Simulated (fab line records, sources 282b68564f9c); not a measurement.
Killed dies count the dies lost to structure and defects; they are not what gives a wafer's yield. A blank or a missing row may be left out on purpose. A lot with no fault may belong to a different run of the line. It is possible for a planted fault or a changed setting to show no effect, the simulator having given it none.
fab line records	flow rit_cmos
[record] lots = 14	wafers = 42	last_day = 8
route steps=202 shown NRETRO@62 FOX2@80 NLDD@112 PLDD@116 M1@202
lots untouched by any fault: they come from a run of this same line in which no faults occurred
start_h: start of the lot's first displayed wafer, in hours after the record's first day	wait_h: hours since the lot's step before	" unchanged from the row above	L1.1+2: a row that stands for several wafers	- no value present, or no start provided	* or withheld: withheld	< > ~ a bound
route shown NAME@n: NAME is a module with steps in the file, n the number in the route of the first one	usual: mean and standard deviation over wafers with no fault	same: alike in all rows	chamber/n: place in a boat	sites: the reading at each site	_std_site: how widely they spread, as a standard deviation	_edge_site: mean of outer sites minus mean of inner sites	radius_mm: for every site, how far away it sits from the centre of the wafer	mask NAME#n: copy n	behind: the most recent tool/chamber to have shaped the wafer	hold: what put the lot on hold/how long, in hours/how the hold closed	device: names the non-switching transistor (n, p or np)	end of line: the same wafers' tests at the end of the route	a step given without rows: its recipe and nothing more	killed: at the first sort, the dies lost to defects and structure; wafer yield is something else	map: a wafer's dies, marking killed ones x, the rest . and places with no die _
set.NAME: setting as actually run; set.NAME@STEP: the setting as run at that earlier step	model.NAME: the simulator's own value behind a step, which no gauge read
one table for each step of the route and one row for each wafer, over a sample of lots
services: from which hour (start_h, from the record's first day; less than 0 if before it) a tool's chamber was out of use, for how many hours, and why
[[steps]]
[step RIT_NRETRO_STRIP_09]
[recipe] chemistry = O2	time_s = 180	resist = NOVOLAK	platen_temp_c = withheld	power_w = 500	pressure_mtorr = 4000	o2_flow_sccm = 4000
[usual] drypump_motor_current_A = 6.1/0.54
lot.wafer	tool	chamber	start_h	wait_h	drypump_motor_current_A	rf_hours_counter_h
L223.1	plasma_asher-02	0	31.98	0.1	6.6	40
L223.4	"	0	"	"	6.6	-
L223.5	"	0	"	"	6.6	-
L224.1	plasma_asher-02	1	37.06	0.1	6.3	40
L224.2	"	0	"	"	6.6	40
L224.4	"	0	"	"	6.5	-
L226.4	plasma_asher-02	0	47.30	0.1	6.6	-
L226.5	"	1	"	"	6.3	-
L226.6	"	0	"	"	6.6	-
L227.1	plasma_asher-02	1	50.51	0.1	6.3	42
L227.3	"	1	"	"	6.3	-
L227.6	"	0	"	"	6.6	-
L228.3	plasma_asher-02	0	58.25	0.1	6.6	-
L228.4	"	1	"	"	6.3	-
L228.5	"	0	"	"	6.6	-
L229.3	plasma_asher-04	0	62.17	0.1	5.3	-
L229.4	"	1	"	"	5.1	-
L229.6	"	1	"	"	5.2	-
L230.1	plasma_asher-04	1	67.32	0.1	5.2	38
L230.2	"	0	"	"	5.3	38
L230.5	"	1	"	"	5.1	-
L233.1	plasma_asher-02	1	80.79	0.1	6.3	46
L233.4	"	0	"	"	6.6	-
L233.6	"	1	"	"	6.3	-
L234.1	plasma_asher-02	0	91.30	0.1	6.6	47
L234.5	"	1	"	"	6.4	-
L234.6	"	0	"	"	6.6	-
L240.1	plasma_asher-04	1	124.14	0.1	5.2	44
L240.3	"	0	"	"	5.3	-
L240.5	"	0	"	"	5.2	-
L241.3	plasma_asher-02	0	134.84	0.1	6.6	-
L241.5	"	1	"	"	6.3	-
L241.6	"	0	"	"	6.6	-
L243.2	plasma_asher-02	0	138.39	0.1	6.6	51
L243.5	"	0	"	"	6.6	-
L243.6	"	1	"	"	6.3	-
L244.2	plasma_asher-04	0	138.58	0.1	5.3	46
L244.4	"	1	"	"	5.2	-
L244.6	"	1	"	"	5.2	-
L245.4	plasma_asher-03	0	149.98	0.1	6.0	-
L245.5	"	0	"	"	6.0	-
L245.6	"	1	"	"	6.4	-
[step RIT_FOX2_THK_MEAS_91]
[recipe] reads = SiO2_of_FOX2_OXIDATION_00
[usual] FIELD_OXIDE_LEFT_2_THK = 250/6.2
lot.wafer	tool	chamber	start_h	wait_h	FIELD_OXIDE_LEFT_2_THK[nm]
L223.1	film_metro-01	-	34.31	0.0	255
L223.4	"	-	"	"	247
L223.5	"	-	"	"	249
L224.1	film_metro-01	-	39.28	0.0	252
L224.2	"	-	"	"	247
L224.4	"	-	"	"	247
L226.4	film_metro-02	-	49.60	0.0	240
L226.5	"	-	"	"	244
L226.6	"	-	"	"	240
L227.1	film_metro-02	-	52.77	0.0	250
L227.3	"	-	"	"	244
L227.6	"	-	"	"	250
L228.3	film_metro-03	-	60.42	0.0	261
L228.4	"	-	"	"	258
L228.5	"	-	"	"	256
L229.3	film_metro-03	-	64.33	0.0	249
L229.4	"	-	"	"	258
L229.6	"	-	"	"	247
L230.1	film_metro-02	-	69.65	0.0	258
L230.2	"	-	"	"	258
L230.5	"	-	"	"	256
L233.1	film_metro-01	-	83.14	0.0	259
L233.4	"	-	"	"	258
L233.6	"	-	"	"	252
L234.1	film_metro-02	-	93.66	0.0	254
L234.5	"	-	"	"	253
L234.6	"	-	"	"	249
L240.1	film_metro-03	-	126.72	0.0	241
L240.3	"	-	"	"	239
L240.5	"	-	"	"	246
L241.3	film_metro-03	-	137.13	0.0	251
L241.5	"	-	"	"	253
L241.6	"	-	"	"	250
L243.2	film_metro-03	-	141.62	0.0	260
L243.5	"	-	"	"	254
L243.6	"	-	"	"	259
L244.2	film_metro-03	-	141.81	0.0	246
L244.4	"	-	"	"	248
L244.6	"	-	"	"	249
L245.4	film_metro-03	-	152.29	0.0	250
L245.5	"	-	"	"	250
L245.6	"	-	"	"	248
[step RIT_NLDD_STRIP_09]
[recipe] chemistry = O2	time_s = 180	resist = NOVOLAK	platen_temp_c = withheld	power_w = 500	pressure_mtorr = 4000	o2_flow_sccm = 4000
[usual] drypump_motor_current_A = 5.9/0.58
lot.wafer	tool	chamber	start_h	wait_h	drypump_motor_current_A	rf_hours_counter_h
L223.1	plasma_asher-01	0	44.34	0.1	5.8	42
L223.4	"	1	"	"	5.5	-
L223.5	"	0	"	"	5.8	-
L224.1	plasma_asher-04	0	51.48	0.1	5.3	36
L224.2	"	1	"	"	5.1	36
L224.4	"	0	"	"	5.3	-
L226.4	plasma_asher-02	0	59.79	0.1	6.6	-
L226.5	"	1	"	"	6.3	-
L226.6	"	0	"	"	6.6	-
L227.1	plasma_asher-02	1	64.21	0.1	6.3	43
L227.3	"	1	"	"	6.3	-
L227.6	"	0	"	"	6.7	-
L228.3	plasma_asher-04	0	71.52	0.1	5.3	-
L228.4	"	1	"	"	5.2	-
L228.5	"	0	"	"	5.3	-
L229.3	plasma_asher-04	0	75.27	0.1	5.3	-
L229.4	"	1	"	"	5.2	-
L229.6	"	1	"	"	5.1	-
L230.1	plasma_asher-02	1	85.80	0.1	6.3	46
L230.2	"	0	"	"	6.5	46
L230.5	"	1	"	"	6.3	-
L233.1	plasma_asher-01	1	95.95	0.1	5.5	48
L233.4	"	0	"	"	5.8	-
L233.6	"	1	"	"	5.5	-
L234.1	plasma_asher-02	0	111.37	0.1	6.6	49
L234.5	"	1	"	"	6.3	-
L234.6	"	0	"	"	6.6	-
L240.1	plasma_asher-04	1	138.14	0.1	5.1	46
L240.3	"	1	"	"	5.2	-
L240.5	"	1	"	"	5.1	-
L241.3	plasma_asher-02	1	149.73	0.1	6.3	-
L241.5	"	1	"	"	6.3	-
L241.6	"	0	"	"	6.6	-
L243.2	plasma_asher-04	1	156.25	0.1	5.2	48
L243.5	"	1	"	"	5.2	-
L243.6	"	0	"	"	5.3	-
L244.2	plasma_asher-02	1	156.53	0.1	6.3	53
L244.4	"	0	"	"	6.6	-
L244.6	"	0	"	"	6.6	-
L245.4	plasma_asher-04	1	162.46	0.1	5.2	-
L245.5	"	0	"	"	5.3	-
L245.6	"	1	"	"	5.2	-
[step RIT_PLDD_SOFTBAKE_02]
[recipe] resist = NOVOLAK	temp_c = 90	time_s = 60
[usual] heater_power_total_W = 34.57/0.047	plate_temp_C = 90.00/0.14
lot.wafer	tool	chamber	start_h	wait_h	heater_power_total_W	plate_temp_C
L223.1	litho_track-03	0	44.87	0.1	34.54	89.96
L223.4	"	0	"	"	34.46	89.65
L223.5	"	0	"	"	34.54	89.80
L224.1	litho_track-02	0	52.02	0.1	34.60	90.10
L224.2	"	0	"	"	34.55	90.01
L224.4	"	0	"	"	34.63	90.15
L226.4	litho_track-03	0	60.34	0.1	34.58	90.02
L226.5	"	0	"	"	34.54	90.07
L226.6	"	0	"	"	34.62	89.97
L227.1	litho_track-03	0	64.74	0.1	34.54	89.78
L227.3	"	0	"	"	34.55	89.74
L227.6	"	0	"	"	34.59	89.98
L228.3	litho_track-01	0	72.04	0.1	34.66	90.13
L228.4	"	0	"	"	34.64	90.10
L228.5	"	0	"	"	34.61	90.12
L229.3	litho_track-02	0	75.79	0.1	34.47	90.10
L229.4	"	0	"	"	34.63	90.10
L229.6	"	0	"	"	34.58	90.07
L230.1	litho_track-01	0	86.33	0.1	34.59	90.16
L230.2	"	0	"	"	34.58	89.98
L230.5	"	0	"	"	34.61	90.01
L233.1	litho_track-01	0	96.48	0.1	32.77	86.51
L233.4	"	0	"	"	32.70	86.49
L233.6	"	0	"	"	32.80	86.57
L234.1	litho_track-01	0	111.90	0.1	32.75	86.66
L234.5	"	0	"	"	32.76	86.80
L234.6	"	0	"	"	32.81	86.52
L240.1	litho_track-02	0	138.79	0.1	34.55	89.93
L240.3	"	0	"	"	34.54	90.28
L240.5	"	0	"	"	34.50	89.98
L241.3	litho_track-02	0	150.25	0.1	34.65	89.82
L241.5	"	0	"	"	34.64	89.79
L241.6	"	0	"	"	34.55	89.94
L243.2	litho_track-02	0	156.81	0.1	34.63	89.98
L243.5	"	0	"	"	34.51	90.05
L243.6	"	0	"	"	34.55	90.06
L244.2	litho_track-03	0	157.09	0.1	34.55	90.02
L244.4	"	0	"	"	34.57	89.83
L244.6	"	0	"	"	34.59	89.86
L245.4	litho_track-03	0	163.01	0.1	34.57	90.09
L245.5	"	0	"	"	34.61	90.33
L245.6	"	0	"	"	34.60	90.08
[step RIT_M1_PROBE_99]
[usual] killed_at_M0_to_M3 = 0.0/0.12	killed_at_contacts = 0.1/0.23	killed_at_front_end = 6.6/2.9	killed_dies = 6.7/3	killed_open = 3.5/2.1	killed_short = 3.2/1.8
[same] gross_dies = 264	killed_at_M4_up = 0	killed_at_back_side = 0	killed_at_other = 0
lot.wafer	tool	chamber	start_h	wait_h	killed_at_M0_to_M3	killed_at_contacts	killed_at_front_end	killed_dies	killed_open	killed_short
L223.1	prober-02	-	61.20	0.1	0	0	8	8	4	4
L223.4	prober-02	-	61.35	0.2	0	0	7	7	2	5
L223.5	prober-02	-	61.40	0.2	0	0	7	7	3	4
L224.1	prober-01	-	66.89	0.1	0	1	10	11	5	6
L224.2	prober-01	-	66.94	0.1	0	0	10	10	3	7
L224.4	prober-01	-	67.04	0.2	0	0	9	9	3	6
L226.4	prober-01	-	74.88	0.2	0	0	2	2	0	2
L226.5	prober-01	-	74.93	0.2	0	0	9	9	6	3
L226.6	prober-01	-	74.98	0.2	0	1	9	10	5	5
L227.1	prober-01	-	79.51	0.1	0	0	11	11	6	5
L227.3	prober-01	-	79.61	0.2	1	0	8	9	6	3
L227.6	prober-01	-	79.76	0.2	0	0	10	10	5	5
L228.3	prober-02	-	86.36	0.2	0	0	7	7	5	2
L228.4	prober-02	-	86.41	0.2	0	0	3	3	1	2
L228.5	prober-02	-	86.46	0.2	0	0	5	5	3	2
L229.3	prober-01	-	90.29	0.2	0	0	5	5	2	3
L229.4	prober-01	-	90.34	0.2	0	0	8	8	7	1
L229.6	prober-01	-	90.44	0.2	0	0	11	11	4	7
L230.1	prober-02	-	100.83	0.1	0	0	10	10	8	2
L230.2	prober-02	-	100.88	0.1	0	0	5	5	4	1
L230.5	prober-02	-	101.03	0.2	0	0	5	5	3	2
L233.1	prober-02	-	112.51	0.1	0	0	6	6	0	6
L233.4	prober-02	-	112.66	0.2	0	0	7	7	2	5
L233.6	prober-02	-	112.76	0.2	0	0	4	4	0	4
L234.1	prober-01	-	126.85	0.1	0	0	8	8	6	2
L234.5	prober-01	-	127.05	0.2	0	0	7	7	5	2
L234.6	prober-01	-	127.10	0.2	0	0	11	11	8	3
L240.1	prober-01	-	155.77	0.1	0	0	4	4	1	3
L240.3	prober-01	-	155.87	0.2	0	0	5	5	3	2
L240.5	prober-01	-	155.97	0.2	0	0	3	3	2	1
L243.2	prober-01	-	172.71	0.1	0	0	7	7	4	3
L243.5	prober-01	-	172.86	0.2	0	0	7	7	2	5
L243.6	prober-01	-	172.91	0.2	0	0	8	8	3	5
L241.3	prober-02	-	172.76	0.2	0	0	12	12	7	5
L241.5	prober-02	-	172.86	0.2	0	1	10	11	8	3
L241.6	prober-02	-	172.91	0.2	0	0	9	9	3	6
L244.2	prober-01	-	174.21	0.1	0	1	11	12	5	7
L244.4	prober-01	-	174.31	0.2	0	0	6	6	2	4
L244.6	prober-01	-	174.41	0.2	0	1	5	6	2	4
L245.4	prober-01	-	179.98	0.2	0	0	4	4	3	1
L245.5	prober-01	-	180.03	0.2	0	0	5	5	2	3
L245.6	prober-01	-	180.08	0.2	0	0	7	7	3	4
// killed by level:class
L223.1 FOX1:geometric_particle:short=3 GATE:geometric_particle:open=3 FOX2:geometric_particle:open=1 SPACER:geometric_particle:short=1
L223.4 FOX2:geometric_particle:short=2 FOX1:geometric_particle:short=1 REOX:geometric_particle:short=1 SPACER:geometric_particle:short=1 SPACER:geometric_particle:open=1 SILICIDE:geometric_particle:open=1
L223.5 REOX:geometric_particle:short=2 SPACER:geometric_particle:open=2 SPACER:geometric_particle:short=1 SILICIDE:geometric_particle:open=1 SILICIDE:geometric_particle:short=1
L224.1 REOX:geometric_particle:short=3 REOX:geometric_particle:open=2 SILICIDE:geometric_particle:open=2 SILICIDE:geometric_particle:short=2 GATE:geometric_particle:short=1 CONTACT:geometric_particle:open=1
L224.2 GATE:geometric_particle:short=4 REOX:geometric_particle:short=2 REOX:geometric_particle:open=2 FOX1:geometric_particle:short=1 GATE:geometric_particle:open=1
L224.4 FOX1:geometric_particle:short=2 SPACER:geometric_particle:short=2 SILICIDE:geometric_particle:short=2 GATE:geometric_particle:open=1 SPACER:geometric_particle:open=1 SILICIDE:geometric_particle:open=1
L226.4 FOX2:geometric_particle:short=1 SPACER:geometric_particle:short=1
L226.5 SILICIDE:geometric_particle:open=3 FOX1:geometric_particle:open=2 FOX1:geometric_particle:short=1 GATE:geometric_particle:open=1 GATE:geometric_particle:short=1 SILICIDE:geometric_particle:short=1
L226.6 GATE:geometric_particle:open=2 GATE:geometric_particle:short=2 FOX1:geometric_particle:open=1 FOX2:geometric_particle:open=1 SPACER:geometric_particle:short=1 SPACER:geometric_particle:open=1 SILICIDE:geometric_particle:short=1 CONTACT:geometric_particle:short=1
L227.1 SILICIDE:geometric_particle:open=3 SPACER:geometric_particle:open=2 FOX1:geometric_particle:short=1 FOX1:geometric_particle:open=1 FOX2:geometric_particle:short=1 GATE:geometric_particle:short=1 REOX:geometric_particle:short=1 SILICIDE:geometric_particle:short=1
L227.3 REOX:geometric_particle:open=2 SPACER:geometric_particle:open=2 SILICIDE:geometric_particle:open=2 GATE:geometric_particle:short=1 SPACER:geometric_particle:short=1 M1:geometric_particle:short=1
L227.6 GATE:geometric_particle:short=4 SPACER:geometric_particle:open=2 GATE:geometric_particle:open=1 REOX:geometric_particle:open=1 SPACER:geometric_particle:short=1 SILICIDE:geometric_particle:open=1
L228.3 GATE:geometric_particle:open=4 GATE:geometric_particle:short=1 REOX:geometric_particle:short=1 REOX:geometric_particle:open=1
L228.4 FOX2:geometric_particle:short=1 GATE:geometric_particle:short=1 GATE:geometric_particle:open=1
L228.5 FOX2:geometric_particle:open=1 GATE:geometric_particle:open=1 GATE:geometric_particle:short=1 REOX:geometric_particle:open=1 SPACER:geometric_particle:short=1
L229.3 FOX2:geometric_particle:open=1 FOX2:geometric_particle:short=1 REOX:geometric_particle:open=1 REOX:geometric_particle:short=1 SPACER:geometric_particle:short=1
L229.4 GATE:geometric_particle:open=3 FOX2:geometric_particle:open=1 REOX:geometric_particle:open=1 SPACER:geometric_particle:short=1 SPACER:geometric_particle:open=1 SILICIDE:geometric_particle:open=1
L229.6 SPACER:geometric_particle:short=4 REOX:geometric_particle:open=2 FOX2:geometric_particle:short=1 GATE:geometric_particle:open=1 REOX:geometric_particle:short=1 SILICIDE:geometric_particle:open=1 SILICIDE:geometric_particle:short=1
L230.1 GATE:geometric_particle:open=3 REOX:geometric_particle:open=3 ACTIVE:geometric_particle:open=1 FOX2:geometric_particle:open=1 GATE:geometric_particle:short=1 REOX:geometric_particle:short=1
L230.2 FOX2:geometric_particle:open=2 GATE:geometric_particle:open=1 SPACER:geometric_particle:open=1 SILICIDE:geometric_particle:short=1
L230.5 GATE:geometric_particle:open=3 FOX1:geometric_particle:short=1 SILICIDE:geometric_particle:short=1
L233.1 SPACER:geometric_particle:short=2 FOX1:geometric_particle:short=1 FOX2:geometric_particle:short=1 GATE:geometric_particle:short=1 SILICIDE:geometric_particle:short=1
L233.4 FOX1:geometric_particle:short=2 GATE:geometric_particle:short=2 SPACER:geometric_particle:open=2 SPACER:geometric_particle:short=1
L233.6 FOX1:geometric_particle:short=1 GATE:geometric_particle:short=1 REOX:geometric_particle:short=1 SPACER:geometric_particle:short=1
L234.1 FOX1:geometric_particle:open=2 GATE:geometric_particle:open=2 FOX2:geometric_particle:short=1 FOX2:geometric_particle:open=1 SILICIDE:geometric_particle:short=1 SPACER:geometric_particle:open=1
L234.5 GATE:geometric_particle:open=3 FOX1:geometric_particle:short=1 GATE:geometric_particle:short=1 SPACER:geometric_particle:open=1 SILICIDE:geometric_particle:open=1
L234.6 GATE:geometric_particle:open=6 FOX2:geometric_particle:open=1 FOX2:geometric_particle:short=1 GATE:geometric_particle:short=1 REOX:geometric_particle:open=1 REOX:geometric_particle:short=1
L240.1 GATE:geometric_particle:short=3 GATE:geometric_particle:open=1
L240.3 GATE:geometric_particle:open=2 SPACER:geometric_particle:short=1 SILICIDE:geometric_particle:open=1 SILICIDE:geometric_particle:short=1
L240.5 GATE:geometric_particle:open=1 SPACER:geometric_particle:short=1 SILICIDE:geometric_particle:open=1
L243.2 FOX2:geometric_particle:short=2 FOX1:geometric_particle:open=1 FOX2:geometric_particle:open=1 REOX:geometric_particle:open=1 SPACER:geometric_particle:open=1 SILICIDE:geometric_particle:short=1
L241.3 GATE:geometric_particle:open=3 SILICIDE:geometric_particle:short=2 GATE:geometric_particle:short=2 REOX:geometric_particle:open=2 FOX1:geometric_particle:short=1 FOX2:geometric_particle:open=1 SILICIDE:geometric_particle:open=1
L241.5 GATE:geometric_particle:open=4 FOX1:geometric_particle:open=3 SILICIDE:geometric_particle:short=2 FOX1:geometric_particle:short=1 CONTACT:geometric_particle:open=1
L243.5 GATE:geometric_particle:short=2 ACTIVE:geometric_particle:open=1 FOX1:geometric_particle:open=1 FOX1:geometric_particle:short=1 FOX2:geometric_particle:short=1 REOX:geometric_particle:short=1
L241.6 FOX1:geometric_particle:short=2 GATE:geometric_particle:open=2 SILICIDE:geometric_particle:short=2 REOX:geometric_particle:short=1 SPACER:geometric_particle:short=1 SILICIDE:geometric_particle:open=1
L243.6 GATE:geometric_particle:open=2 GATE:geometric_particle:short=2 REOX:geometric_particle:short=2 FOX1:geometric_particle:short=1 FOX1:geometric_particle:open=1
L244.2 GATE:geometric_particle:short=3 GATE:geometric_particle:open=3 FOX1:geometric_particle:short=1 FOX1:geometric_particle:open=1 FOX2:geometric_particle:short=1 FOX2:geometric_particle:open=1 SPACER:geometric_particle:short=1 CONTACT:geometric_particle:short=1
L244.4 GATE:geometric_particle:short=2 FOX2:geometric_particle:short=1 GATE:geometric_particle:open=1 REOX:geometric_particle:short=1 SILICIDE:geometric_particle:open=1
L244.6 FOX1:geometric_particle:short=1 FOX2:geometric_particle:short=1 GATE:geometric_particle:short=1 REOX:geometric_particle:open=1 SILICIDE:geometric_particle:short=1 CONTACT:geometric_particle:open=1
L245.4 GATE:geometric_particle:short=1 GATE:geometric_particle:open=1 SPACER:geometric_particle:open=1 SILICIDE:geometric_particle:open=1
L245.5 SPACER:geometric_particle:short=2 GATE:geometric_particle:open=1 GATE:geometric_particle:short=1 SPACER:geometric_particle:open=1
L245.6 GATE:geometric_particle:short=2 SPACER:geometric_particle:open=2 GATE:geometric_particle:open=1 REOX:geometric_particle:short=1 SILICIDE:geometric_particle:short=1
[[services]]
tool	chamber	start_h	hours	kind
plasma_asher-02	-	39.68	0.8	repair
plasma_asher-03	-	42.53	45.4	repair
plasma_asher-01	-	108.75	9.0	pm
plasma_asher-01	0	108.75	9.0	vent_cycle
plasma_asher-01	1	108.75	9.0	vent_cycle
plasma_asher-02	-	111.76	0.5	repair
plasma_asher-01	0	117.75	-	clean
plasma_asher-01	1	117.75	-	clean
plasma_asher-02	-	127.91	2.8	pm
[[key]]
[first_sign] step = RIT_PLDD_SOFTBAKE_02	reading = heater_power_total_W	direction = down	sigmas = 38	usual = 34.57	struck = 32.77
[effect] step = RIT_PLDD_SOFTBAKE_02	reading = plate_temp_C	direction = down	sigmas = 24	usual = *	struck = *
met_at RIT_PLDD_SOFTBAKE_02
struck_lots L233,L234
tester_left_out L233,L234
not_acting_at RIT_NRETRO_STRIP_09,RIT_FOX2_THK_MEAS_91,RIT_NLDD_STRIP_09
onset_between 86.33 96.48
[fault] kind = process_parameter_drift	tool = litho_track-01	chamber = -	onset_h = 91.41	steps = RIT_PLDD_SOFTBAKE_02	channel = temp_c	offset = *	shape = step	end_h = 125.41	acts_in = *	stated = *
// tester_left_out: of these lots the tester's yield and bins aren't shown, on N5 and GAA mostly nor the transistor test; their killed dies are dies lost to structure and defects alone, not to doping, threshold or leakage, so they don't give the yield
